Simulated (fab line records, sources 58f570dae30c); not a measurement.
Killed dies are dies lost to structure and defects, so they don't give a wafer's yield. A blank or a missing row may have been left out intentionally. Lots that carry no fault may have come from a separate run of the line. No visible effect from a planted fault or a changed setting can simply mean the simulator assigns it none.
A sampling plan put to the test    flow berkeley_cmos170    40 faults told of in these records, all on one fab line, each judged by the records of the lots it struck
The line's own looks make up the plan; these are the steps of the route where a gauge or inspection reads the wafer and leaves it unchanged. A look can be judged if struck wafers have a number there and the file gives its usual mean and standard deviation on fault-free wafers. Caught: at a look after the fault's first step, the mean of the struck wafers lies 4 or more of those standard deviations (sigma) from the usual mean. On the tool: the identical test, applied to the tool's own readings at the steps of the fault. It also counts as caught if the struck wafers ran another recipe or if their record alone is blank.

THE FAULTS, as the simulator had put them in
1. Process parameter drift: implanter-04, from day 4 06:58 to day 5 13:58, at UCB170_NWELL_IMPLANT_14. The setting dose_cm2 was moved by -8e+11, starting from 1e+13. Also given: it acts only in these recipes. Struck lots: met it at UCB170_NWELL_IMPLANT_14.
2. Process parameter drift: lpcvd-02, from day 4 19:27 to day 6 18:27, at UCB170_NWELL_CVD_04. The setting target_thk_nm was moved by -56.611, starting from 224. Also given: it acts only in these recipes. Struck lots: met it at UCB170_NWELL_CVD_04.
3. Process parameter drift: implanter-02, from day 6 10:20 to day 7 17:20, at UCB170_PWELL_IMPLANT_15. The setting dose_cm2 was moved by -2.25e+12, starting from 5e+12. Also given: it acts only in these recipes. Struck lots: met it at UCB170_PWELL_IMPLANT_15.
4. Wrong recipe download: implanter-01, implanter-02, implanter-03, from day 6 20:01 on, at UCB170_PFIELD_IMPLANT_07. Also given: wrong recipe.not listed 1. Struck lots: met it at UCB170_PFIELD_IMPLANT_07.
5. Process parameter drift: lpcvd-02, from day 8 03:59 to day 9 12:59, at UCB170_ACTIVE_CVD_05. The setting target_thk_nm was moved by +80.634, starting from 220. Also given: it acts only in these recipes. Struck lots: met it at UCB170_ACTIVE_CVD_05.
6. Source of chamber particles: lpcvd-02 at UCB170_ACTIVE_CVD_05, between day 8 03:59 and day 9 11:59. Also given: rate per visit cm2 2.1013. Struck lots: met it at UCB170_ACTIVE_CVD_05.
7. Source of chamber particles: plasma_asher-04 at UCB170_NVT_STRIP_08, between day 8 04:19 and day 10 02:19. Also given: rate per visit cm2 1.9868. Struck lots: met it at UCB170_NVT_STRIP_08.
8. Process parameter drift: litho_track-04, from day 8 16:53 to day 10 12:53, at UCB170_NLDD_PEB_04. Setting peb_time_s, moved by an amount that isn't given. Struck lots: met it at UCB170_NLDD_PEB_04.
9. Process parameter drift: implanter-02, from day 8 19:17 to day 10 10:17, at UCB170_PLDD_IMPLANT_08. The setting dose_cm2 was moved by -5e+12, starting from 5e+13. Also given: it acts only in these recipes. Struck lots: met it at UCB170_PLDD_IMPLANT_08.
10. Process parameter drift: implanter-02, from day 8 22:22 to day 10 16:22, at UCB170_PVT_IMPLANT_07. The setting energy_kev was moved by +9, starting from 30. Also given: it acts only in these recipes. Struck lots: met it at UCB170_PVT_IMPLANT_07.
11. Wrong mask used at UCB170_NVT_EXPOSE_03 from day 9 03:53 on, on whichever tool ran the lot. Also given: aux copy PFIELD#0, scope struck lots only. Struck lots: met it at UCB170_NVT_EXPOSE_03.
12. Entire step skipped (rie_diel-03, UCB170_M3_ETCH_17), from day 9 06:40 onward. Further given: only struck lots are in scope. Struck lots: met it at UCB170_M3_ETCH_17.
13. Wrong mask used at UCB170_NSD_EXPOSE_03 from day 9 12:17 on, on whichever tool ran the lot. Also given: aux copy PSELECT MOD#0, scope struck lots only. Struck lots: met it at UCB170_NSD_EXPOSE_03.
14. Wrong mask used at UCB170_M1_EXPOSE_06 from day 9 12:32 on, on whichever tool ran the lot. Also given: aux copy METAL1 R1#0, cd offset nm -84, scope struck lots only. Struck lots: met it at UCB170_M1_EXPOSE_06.
15. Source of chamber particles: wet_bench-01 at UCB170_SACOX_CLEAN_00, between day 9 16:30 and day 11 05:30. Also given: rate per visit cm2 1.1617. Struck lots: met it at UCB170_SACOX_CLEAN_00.
16. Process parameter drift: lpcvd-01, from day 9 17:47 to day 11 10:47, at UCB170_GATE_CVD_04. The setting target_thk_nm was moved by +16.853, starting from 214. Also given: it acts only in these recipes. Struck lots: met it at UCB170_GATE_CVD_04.
17. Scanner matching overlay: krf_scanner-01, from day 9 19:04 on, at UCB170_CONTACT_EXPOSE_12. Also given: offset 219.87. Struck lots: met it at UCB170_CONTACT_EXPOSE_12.
18. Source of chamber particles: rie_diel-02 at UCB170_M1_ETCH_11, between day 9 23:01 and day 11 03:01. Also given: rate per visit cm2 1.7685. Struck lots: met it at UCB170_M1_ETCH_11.
19. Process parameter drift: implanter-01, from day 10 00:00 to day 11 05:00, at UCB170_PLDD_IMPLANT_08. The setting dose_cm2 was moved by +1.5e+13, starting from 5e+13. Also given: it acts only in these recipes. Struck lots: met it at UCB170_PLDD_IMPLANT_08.
20. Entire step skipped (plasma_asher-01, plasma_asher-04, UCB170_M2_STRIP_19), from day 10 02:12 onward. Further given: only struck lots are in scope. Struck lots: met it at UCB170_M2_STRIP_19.
21. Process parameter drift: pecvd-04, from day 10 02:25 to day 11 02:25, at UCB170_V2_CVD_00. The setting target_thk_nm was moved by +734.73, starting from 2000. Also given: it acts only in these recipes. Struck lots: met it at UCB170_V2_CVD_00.
22. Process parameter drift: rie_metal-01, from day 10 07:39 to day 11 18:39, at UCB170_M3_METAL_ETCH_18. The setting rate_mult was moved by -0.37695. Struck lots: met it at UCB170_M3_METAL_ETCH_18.
23. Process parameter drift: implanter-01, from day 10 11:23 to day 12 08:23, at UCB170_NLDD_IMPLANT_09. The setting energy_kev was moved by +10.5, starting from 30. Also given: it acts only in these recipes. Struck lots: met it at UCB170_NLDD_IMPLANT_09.
24. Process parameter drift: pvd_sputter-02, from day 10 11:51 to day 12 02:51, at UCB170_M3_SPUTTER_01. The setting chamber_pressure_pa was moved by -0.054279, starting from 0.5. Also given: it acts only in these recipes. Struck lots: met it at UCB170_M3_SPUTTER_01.
25. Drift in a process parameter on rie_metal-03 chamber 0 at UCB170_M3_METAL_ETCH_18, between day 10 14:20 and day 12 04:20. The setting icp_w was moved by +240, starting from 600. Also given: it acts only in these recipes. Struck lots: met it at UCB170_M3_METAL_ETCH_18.
26. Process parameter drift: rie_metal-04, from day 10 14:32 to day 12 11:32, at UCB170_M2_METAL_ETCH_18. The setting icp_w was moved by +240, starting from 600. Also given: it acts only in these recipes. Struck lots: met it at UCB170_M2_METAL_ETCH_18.
27. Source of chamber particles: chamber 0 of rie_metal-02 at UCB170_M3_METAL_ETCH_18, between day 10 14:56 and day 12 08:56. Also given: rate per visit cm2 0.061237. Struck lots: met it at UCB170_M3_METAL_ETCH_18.
28. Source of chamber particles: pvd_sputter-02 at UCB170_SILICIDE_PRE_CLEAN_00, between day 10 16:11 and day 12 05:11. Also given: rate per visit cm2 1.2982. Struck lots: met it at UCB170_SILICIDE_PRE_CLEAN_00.
29. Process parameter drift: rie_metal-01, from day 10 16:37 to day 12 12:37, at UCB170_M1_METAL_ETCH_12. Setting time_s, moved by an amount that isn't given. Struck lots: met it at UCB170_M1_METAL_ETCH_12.
30. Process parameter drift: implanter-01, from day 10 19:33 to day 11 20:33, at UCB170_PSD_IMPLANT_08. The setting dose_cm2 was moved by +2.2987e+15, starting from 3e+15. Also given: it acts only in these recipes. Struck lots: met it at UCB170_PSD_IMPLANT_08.
31. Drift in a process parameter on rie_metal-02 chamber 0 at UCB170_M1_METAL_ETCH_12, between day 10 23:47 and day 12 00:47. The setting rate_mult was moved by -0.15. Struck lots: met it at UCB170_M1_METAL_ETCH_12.
32. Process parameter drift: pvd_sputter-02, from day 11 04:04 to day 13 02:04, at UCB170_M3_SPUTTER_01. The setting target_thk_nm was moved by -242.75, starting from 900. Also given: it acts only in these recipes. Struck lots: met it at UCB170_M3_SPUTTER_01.
33. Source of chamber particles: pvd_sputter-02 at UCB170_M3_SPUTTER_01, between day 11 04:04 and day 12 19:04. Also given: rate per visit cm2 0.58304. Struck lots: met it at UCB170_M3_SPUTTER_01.
34. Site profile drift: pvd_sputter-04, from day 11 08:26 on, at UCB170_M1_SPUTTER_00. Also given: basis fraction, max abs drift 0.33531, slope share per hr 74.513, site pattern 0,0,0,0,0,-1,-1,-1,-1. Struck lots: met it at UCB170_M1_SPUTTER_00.
35. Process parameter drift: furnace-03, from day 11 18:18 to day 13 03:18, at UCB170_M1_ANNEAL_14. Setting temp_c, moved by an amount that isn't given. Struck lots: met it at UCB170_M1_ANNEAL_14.
36. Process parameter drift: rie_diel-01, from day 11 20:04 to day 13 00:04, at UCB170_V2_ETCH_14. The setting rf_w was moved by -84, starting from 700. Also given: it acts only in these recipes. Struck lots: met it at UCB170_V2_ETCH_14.
37. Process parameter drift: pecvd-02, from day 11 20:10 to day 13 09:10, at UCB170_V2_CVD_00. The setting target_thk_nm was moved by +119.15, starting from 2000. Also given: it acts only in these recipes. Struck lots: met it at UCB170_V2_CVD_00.
38. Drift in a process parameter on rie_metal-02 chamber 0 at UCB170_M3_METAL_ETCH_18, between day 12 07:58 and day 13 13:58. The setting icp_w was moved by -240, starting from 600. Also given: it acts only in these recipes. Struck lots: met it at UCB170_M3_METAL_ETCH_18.
39. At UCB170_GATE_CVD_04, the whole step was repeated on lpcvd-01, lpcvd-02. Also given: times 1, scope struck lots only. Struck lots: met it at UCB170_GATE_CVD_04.
40. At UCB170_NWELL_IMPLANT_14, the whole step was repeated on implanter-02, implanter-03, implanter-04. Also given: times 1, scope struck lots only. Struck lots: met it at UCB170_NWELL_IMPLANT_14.

WHAT THE PLAN SAW
fault  on the tool itself                                first look that catches it                       reading, sigma                                         median hours from its first step to that look  hours from the fault's start to the first struck lot there  judged looks passed uncaught
1      dose_ions_cm2 -86 sigma                           none of the 2 looks that can be judged after it  strongest: NWELL_TW at UCB170_NWELL_TW_MEAS_16, -3.1   -                                              -                                                           2
2      under 2 sigma                                     UCB170_NWELL_THK_MEAS_05                         NWELL_NITRIDE_THK -27                                  1.9                                            10                                                          0
3      dose_ions_cm2 -99 or beyond sigma                 UCB170_PWELL_TW_MEAS_17                          PWELL_TW -15                                           0.2                                            3                                                           0
4      no reading that can be judged                     UCB170_PFIELD_TW_MEAS_09                         PFIELD_TW +99 or beyond                                0.2                                            0                                                           0
5      under 2 sigma                                     UCB170_ACTIVE_THK_MEAS_06                        ACTIVE_NITRIDE_THK +38                                 1.9                                            17                                                          0
6      no reading that can be judged                     no look after it can be judged                   -                                                      -                                              -                                                           0
7      under 2 sigma                                     not the one look that can be judged after it     -                                                      -                                              -                                                           1
8      under 2 sigma                                     UCB170_NLDD_CD_MEAS_06                           cd_nm +16                                              0.3                                            0                                                           0
9      dose_ions_cm2 -92 sigma                           UCB170_SDANNEAL_RS_MEAS_04                       PLDD_RS +16                                            15.7                                           20                                                          0
10     beam_energy_keV +99 or beyond sigma               UCB170_PVT_TW_MEAS_09                            PVT_TW +9.1                                            0.2                                            16                                                          0
11     no reading that can be judged                     UCB170_NVT_TW_MEAS_09                            NVT_TW -99 or beyond                                   1.0                                            8                                                           0
12     the tool's record is blank for the struck wafers  no look after it can be judged                   -                                                      -                                              -                                                           0
13     under 2 sigma                                     UCB170_NSD_TW_MEAS_10                            NSD_TW -99 or beyond                                   1.2                                            1                                                           0
14     under 2 sigma                                     UCB170_M1_CD_MEAS_09                             cd_nm -65                                              0.9                                            1                                                           0
15     no reading that can be judged                     no look after it can be judged                   -                                                      -                                              -                                                           0
16     under 2 sigma                                     UCB170_GATE_THK_MEAS_05                          GATE_POLY_THK +10                                      1.4                                            26                                                          0
17     under 2 sigma                                     UCB170_CONTACT_OVL_MEAS_16                       CONTACT_OVL +39                                        0.6                                            0                                                           0
18     under 2 sigma                                     none of the 2 looks that can be judged after it  -                                                      -                                              -                                                           2
19     dose_ions_cm2 +99 or beyond sigma                 UCB170_PLDD_TW_MEAS_11                           PLDD_TW +4.9                                           0.4                                            9                                                           0
20     the tool's record is blank for the struck wafers  no look after it can be judged                   -                                                      -                                              -                                                           0
21     under 2 sigma                                     UCB170_V2_THK_MEAS_01                            V2_TEOS_THK +27                                        0.2                                            5                                                           0
22     oes_product_au -9.5 sigma                         UCB170_M3_CD_MEAS_90                             cd_nm +5.1                                             0.3                                            5                                                           0
23     beam_energy_keV +99 or beyond sigma               UCB170_NLDD_TW_MEAS_11                           NLDD_TW +6.9                                           0.2                                            0                                                           0
24     chamber_pressure_pa -55 sigma                     not the one look that can be judged after it     strongest: M3_AL_RS at UCB170_M3_RS_MEAS_02, -2.9      -                                              -                                                           1
25     rf_fwd_power_W +99 or beyond sigma                UCB170_M3_CD_MEAS_90                             cd_nm -4.7                                             0.3                                            1                                                           0
26     rf_fwd_power_W +99 or beyond sigma                UCB170_M2_CD_MEAS_90                             cd_nm -7.8                                             0.3                                            6                                                           0
27     under 2 sigma                                     no look after it can be judged                   -                                                      -                                              -                                                           0
28     no reading that can be judged                     none of the 3 looks that can be judged after it  -                                                      -                                              -                                                           3
29     run_length_s -24 sigma                            no look after it can be judged                   -                                                      -                                              -                                                           0
30     dose_ions_cm2 +99 or beyond sigma                 UCB170_PSD_TW_MEAS_10                            PSD_TW +35                                             0.2                                            1                                                           0
31     under 2 sigma                                     no look after it can be judged                   -                                                      -                                              -                                                           0
32     under 2 sigma                                     UCB170_M3_RS_MEAS_02                             M3_AL_RS +30                                           0.1                                            16                                                          0
33     under 2 sigma                                     none of the 6 looks that can be judged after it  -                                                      -                                              -                                                           6
34     under 2 sigma                                     UCB170_M1_RS_MEAS_01                             M1_AL_RS +22                                           0.1                                            1                                                           0
35     tube_center_temp_C -99 or beyond sigma            no look after it can be judged                   -                                                      -                                              -                                                           0
36     rf_fwd_power_W -43 sigma                          no look after it can be judged                   -                                                      -                                              -                                                           0
37     under 2 sigma                                     not the one look that can be judged after it     strongest: V2_TEOS_THK at UCB170_V2_THK_MEAS_01, +3.7  -                                              -                                                           1
38     rf_fwd_power_W -99 or beyond sigma                UCB170_M3_CD_MEAS_90                             cd_nm +4.9                                             0.3                                            7                                                           0
39     under 2 sigma                                     UCB170_GATE_THK_MEAS_05                          GATE_POLY_THK +99 or beyond                            3.0                                            -                                                           0
40     under 2 sigma                                     UCB170_NWELL_TW_MEAS_16                          NWELL_TW +25                                           0.6                                            -                                                           0
A dash: this means the fault isn't caught or the number doesn't appear in these records.

Caught at a look: 24 of 40. Caught on the tool: 17 of 40. By one or the other: 31 of 40.
Faults caught by the tool alone: 1, 12, 20, 24, 29, 35, 36.
Caught at a look alone: faults 2, 4, 5, 8, 11, 13, 14, 16, 17, 21, 32, 34, 39, 40.
Caught by neither: faults 6, 7, 15, 18, 27, 28, 31, 33, 37.

THINNER SAMPLING
In the worst case, this is how late the first struck lot would be measured if the look that catches a fault measured only every second or every third lot, by lot number:
fault  struck lots at that look, in order of time  every lot  every second lot  every third lot
2      L953, L954                                  10 h       17 h              may miss all 2
3      L895, L898                                  3 h        18 h              may miss all 2
4      L386, L388, L389, L390                      0 h        16 h              27 h
5      L492, L493                                  17 h       27 h              may miss all 2
8      L493, L491, L497                            0 h        may miss all 3    may miss all 3
9      L464, L465                                  20 h       20 h              may miss all 2
10     L157, L156                                  16 h       17 h              may miss all 2
11     L913                                        8 h        may miss it       may miss it
13     L964                                        1 h        may miss it       may miss it
14     L238                                        1 h        may miss it       may miss it
16     L841, L842, L843                            26 h       26 h              33 h
17     L506, L508, L509, L507                      0 h        2 h               3 h
19     L560, L562                                  9 h        may miss all 2    may miss all 2
21     L950, L951                                  5 h        7 h               may miss all 2
22     L578, L581                                  5 h        7 h               may miss all 2
23     L349, L351                                  0 h        may miss all 2    may miss all 2
25     L541, L546                                  1 h        37 h              may miss all 2
26     L397, L401                                  6 h        may miss all 2    may miss all 2
30     L596, L601                                  1 h        16 h              may miss all 2
32     L353, L355                                  16 h       may miss all 2    may miss all 2
34     L362, L367, L369                            1 h        14 h              31 h
38     L545, L548                                  7 h        23 h              may miss all 2
Hours are from the fault's start to the first struck lot that is measured. The test against the limit of 4 sigma pooled every struck wafer, which means one lot taken alone may stay below that limit. Other struck lots may not be in these records.

THE LONGEST TIMED WAY FROM STEP TO LOOK
In fault 9, a median of 15.7 hours elapses between UCB170_PLDD_IMPLANT_08 and UCB170_SDANNEAL_RS_MEAS_04. No look between them can be judged.
